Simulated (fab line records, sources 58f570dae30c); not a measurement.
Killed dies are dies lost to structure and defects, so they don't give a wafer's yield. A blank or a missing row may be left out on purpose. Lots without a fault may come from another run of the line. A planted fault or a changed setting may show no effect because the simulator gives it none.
A struck lot beside a sound one | flow berkeley_cmos170 | 20 steps out of a route of 331
Sound: wafers L845.1, L845.2, L845.5. Struck: wafers L837.1, L837.2, L837.4. The cause comes at the end.
At each step with rows: each side's tool, then ch and its chambers, then its first start. Under that, the readings that differ: sound wafers | struck wafers | difference of the means | sigmas: that difference in standard deviations of wafers without a fault.
alike: readings whose means differ by less than 2 such deviations, and words and numbers that are the same on both sides. not compared: withheld readings, readings that some wafer has no value for, bounds like >300 that may hide the same value, and numbers for which the record gives no deviation and whose values overlap.
The two part at a step that has a row with sigmas, a row that says differs or no value, or rows on one side only. Numbers that don't overlap but have no deviation are shown without sigmas and don't part them. A reading that every wafer of one side lacks parts them only if that side has two wafers or more.

UCB170_PVT_STRIP_08: strips in O2.
  sound on plasma_asher-01 ch 0,1, day 7 21:02; struck on plasma_asher-02 ch 0,1, day 5 18:19
  alike: drypump_motor_current_A, oes_product_au, strip_time_to_endpoint_s
  not compared: rf_hours_counter_h
UCB170_PVT_TW_MEAS_09:
  sound on film_metro-03, day 7 21:08; struck on film_metro-02, day 5 18:25
  alike: PVT_TW
then, 1 step without rows for these wafers: UCB170_GATE_WET_ETCH_00 (etches SiO2 in dHF, time 200 s).
UCB170_FIELD_THK_MEAS_91:
  sound on film_metro-01, day 7 21:15; struck on film_metro-02, day 5 18:34
  alike: FIELD_OXIDE_LEFT_2_THK
then, 1 step without rows for these wafers: UCB170_GATE_OXIDATION_01 (target thk 6.6 nm, ox time 1800 s).
UCB170_GATE_THK_MEAS_02:
  sound on film_metro-01, day 8 04:26; struck on film_metro-04, day 5 20:31
  reading             | sound          | struck         | difference | sigmas
  GATE_OXIDE_THK (nm) | 6.26 6.30 6.27 | 6.63 6.62 6.70 | +0.37      | +3
then, 2 steps without rows for these wafers: UCB170_GATE_ANNEAL_03 (time 1800 s); UCB170_GATE_CVD_04 (deposits poly-Si from SiH4, time 1440 s, target thk 214 nm).
UCB170_GATE_THK_MEAS_05:
  sound on film_metro-01, day 8 11:31; struck on film_metro-03, day 6 02:22
  alike: GATE_POLY_THK
then, 3 steps without rows for these wafers: UCB170_GATE_COAT_06; UCB170_GATE_COAT_07 (resist thk 900 nm); UCB170_GATE_SOFTBAKE_08 (time 60 s).
UCB170_GATE_EXPOSE_09: exposes mask POLY, target cd 350 nm.
  sound on krf_scanner-01 ch 0, day 8 12:02; struck on krf_scanner-02 ch 0, day 6 03:46
  reading | sound                | struck                        | difference | sigmas
  mask    | POLY#0 POLY#0 POLY#0 | POLY_R1#0 POLY_R1#0 POLY_R1#0 | differs    |
then, 2 steps without rows for these wafers: UCB170_GATE_PEB_10; UCB170_GATE_DEVELOP_11 (develop time 45 s).
UCB170_GATE_CD_MEAS_12: target cd 350 nm.
  sound on cd_sem-02, day 8 12:25; struck on cd_sem-02, day 6 04:58
  reading    | sound             | struck            | difference | sigmas
  cd_nm (nm) | 348.5 350.3 349.3 | 280.1 281.4 280.8 | -68.6      | -62
UCB170_GATE_OVL_MEAS_13:
  sound on overlay-02, day 8 12:32; struck on overlay-02, day 6 05:06
  alike: GATE_OVL
UCB170_GATE_ETCH_14: etches BARC in N2/H2.
  sound on rie_diel-01 ch 2,3, day 8 12:35; struck on rie_diel-04 ch 0,2,3, day 6 05:08
  alike: drypump_motor_current_A, oes_product_au, rf_fwd_power_W, throttle_valve_pct
UCB170_GATE_ETCH_15: etches poly-Si in HBr/Cl2, stops on SiO2, time 56.3 s, target depth 278.2 nm.
  sound on rie_si-01 ch 1,3, day 8 12:37; struck on rie_si-01 ch 0,1,2, day 6 05:11
  reading               | sound             | struck            | difference | sigmas
  model.GATE.cd_nm (nm) | 348.9 349.4 348.2 | 279.6 280.6 280.4 | -68.6      |
  alike: drypump_motor_current_A, oes_product_au, rf_fwd_power_W, throttle_valve_pct
  not compared: rf_hours_counter_h
UCB170_GATE_STRIP_16: strips in O2.
  sound on plasma_asher-02 ch 0,1, day 8 12:41; struck on plasma_asher-03 ch 0,1, day 6 05:14
  alike: drypump_motor_current_A, oes_product_au
  not compared: rf_hours_counter_h

WHERE THEY PART
First at UCB170_GATE_THK_MEAS_02; last, within this record, at UCB170_GATE_CD_MEAS_12. Later steps at which nothing parts them and some readings are alike: UCB170_GATE_OVL_MEAS_13, UCB170_GATE_ETCH_14, UCB170_GATE_ETCH_15, UCB170_GATE_STRIP_16.

WHY: what the simulator had put in
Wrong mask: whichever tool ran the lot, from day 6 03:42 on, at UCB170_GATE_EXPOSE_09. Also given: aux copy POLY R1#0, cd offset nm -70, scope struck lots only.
